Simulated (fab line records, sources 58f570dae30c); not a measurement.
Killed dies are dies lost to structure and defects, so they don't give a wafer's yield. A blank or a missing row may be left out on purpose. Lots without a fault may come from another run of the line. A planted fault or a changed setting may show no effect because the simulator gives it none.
Split-lot experiment | flow berkeley_cmos170 | 5 lots, 23 wafers read, on a route of 331 steps

THE SPLIT
At UCB170_SILICIDE_SPUTTER_01 (material Ti, target thk 30 nm, time 25 s), the setting power_w was moved away from the recipe's 1500 W on 4 of the 23 wafers read, by -7.9% to -4.5%. The other wafers ran this setting at the recipe's value.

FROM THE SPLIT TO THE READING: what the file shows between them, 1 step
- UCB170_SILICIDE_RS_MEAS_02: measures by four-point-probe

THE READING
SILICIDE_TI_THK, in nm, at UCB170_SILICIDE_THK_MEAS_03 (measures by xrf). Fault-free wafers of this fab line usually give 30.7 nm, standard deviation 0.39 nm.

wafer  | tool, chamber at the split | power_w as run, W | against the recipe | SILICIDE_TI_THK, nm | against lot-mates on the recipe
L074.1 | pvd_sputter-01, -          | 1500              | recipe             | 31.0                | -
L074.3 | pvd_sputter-01, -          | 1500              | recipe             | 30.5                | -
L074.4 | pvd_sputter-01, -          | 1500              | recipe             | 30.8                | -
L074.5 | pvd_sputter-01, -          | 1500              | recipe             | 30.8                | -
L074.6 | pvd_sputter-01, -          | 1500              | recipe             | 30.5                | -
L075.1 | pvd_sputter-04, -          | 1500              | recipe             | 31.2                | -
L075.2 | pvd_sputter-04, -          | 1500              | recipe             | 31.1                | -
L075.4 | pvd_sputter-04, -          | 1500              | recipe             | 30.8                | -
L079.1 | pvd_sputter-04, -          | 1432              | -4.5%              | 30.0                | -1.0
L079.2 | pvd_sputter-04, -          | 1500              | recipe             | 30.9                | -
L079.4 | pvd_sputter-04, -          | 1500              | recipe             | 31.2                | -
L079.5 | pvd_sputter-04, -          | 1432              | -4.5%              | 29.6                | -1.4
L079.6 | pvd_sputter-04, -          | 1500              | recipe             | 30.9                | -
L081.1 | pvd_sputter-04, -          | 1500              | recipe             | 31.1                | -
L081.2 | pvd_sputter-04, -          | 1500              | recipe             | 30.8                | -
L081.3 | pvd_sputter-04, -          | 1500              | recipe             | 31.0                | -
L081.4 | pvd_sputter-04, -          | 1500              | recipe             | 31.4                | -
L081.6 | pvd_sputter-04, -          | 1500              | recipe             | 31.0                | -
L084.1 | pvd_sputter-04, -          | 1500              | recipe             | 30.9                | -
L084.2 | pvd_sputter-04, -          | 1381              | -7.9%              | 28.5                | -2.6
L084.3 | pvd_sputter-04, -          | 1381              | -7.9%              | 29.2                | -1.9
L084.4 | pvd_sputter-04, -          | 1500              | recipe             | 31.2                | -
L084.5 | pvd_sputter-04, -          | 1500              | recipe             | 31.3                | -

THE FIT
A straight line over all 23 wafers: SILICIDE_TI_THK changes by +0.265 nm for each +1% of power_w; r = +0.94; the points scatter about the line by 0.26 nm.
The same after taking each lot's own level away (the mean of its wafers on the recipe; 23 wafers): +0.283 nm for each +1%; r = +0.96; scatter 0.21 nm.
On that fit, the largest move of power_w shifts the reading by 2.2 nm.
The lots' own levels span 30.72 to 31.13 nm, that is 1.1 times the standard deviation above.
So the lot-to-lot level changes the slope little: the two slopes agree.
Check: with one of the wafers moved furthest among these (-7.9%) left out of the fit, the line predicts -2 nm for it against its lot-mates. It came out at -2.63 nm against them.

OTHER SPLITS ON THESE WAFERS
These wafers also went through other splits before the reading. Each is held against what the fit with the lots' levels taken away leaves over:
other split on the same wafers   | wafers away from the commonest value | r with SILICIDE_TI_THK (lot level and that fit taken away)
UCB170_PSD_EXPOSE_03 dose_mj     | 5                                    | +0.20
UCB170_PSD_IMPLANT_08 dose_cm2   | 9                                    | +0.19
UCB170_NSD_IMPLANT_08 dose_cm2   | 8                                    | +0.02
UCB170_BACKSIDE_STRIP_03 power_w | 10                                   | -0.08

THE WHOLE CHAIN: every reading that the file lists as answering this split, in the file's order
step                        | what it does                             | reading                                                                           | change (the file's fit)               | r (the file's)
UCB170_SILICIDE_SPUTTER_01  | material Ti, target thk 30 nm, time 25 s | Ti_of_SILICIDE_SPUTTER_01.thk_nm (the simulator's own value, which no gauge read) | +0.271 nm for each +1% of the setting | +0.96
UCB170_SILICIDE_RS_MEAS_02  | measures by four-point-probe             | SILICIDE_TI_RS                                                                    | -0.293 for each +1% of the setting    | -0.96
UCB170_SILICIDE_THK_MEAS_03 | measures by xrf                          | SILICIDE_TI_THK                                                                   | +0.278 for each +1% of the setting    | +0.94

THE FILE'S OWN FIT
SILICIDE_TI_THK changes by +0.278 nm for each +1% of power_w, r = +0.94.
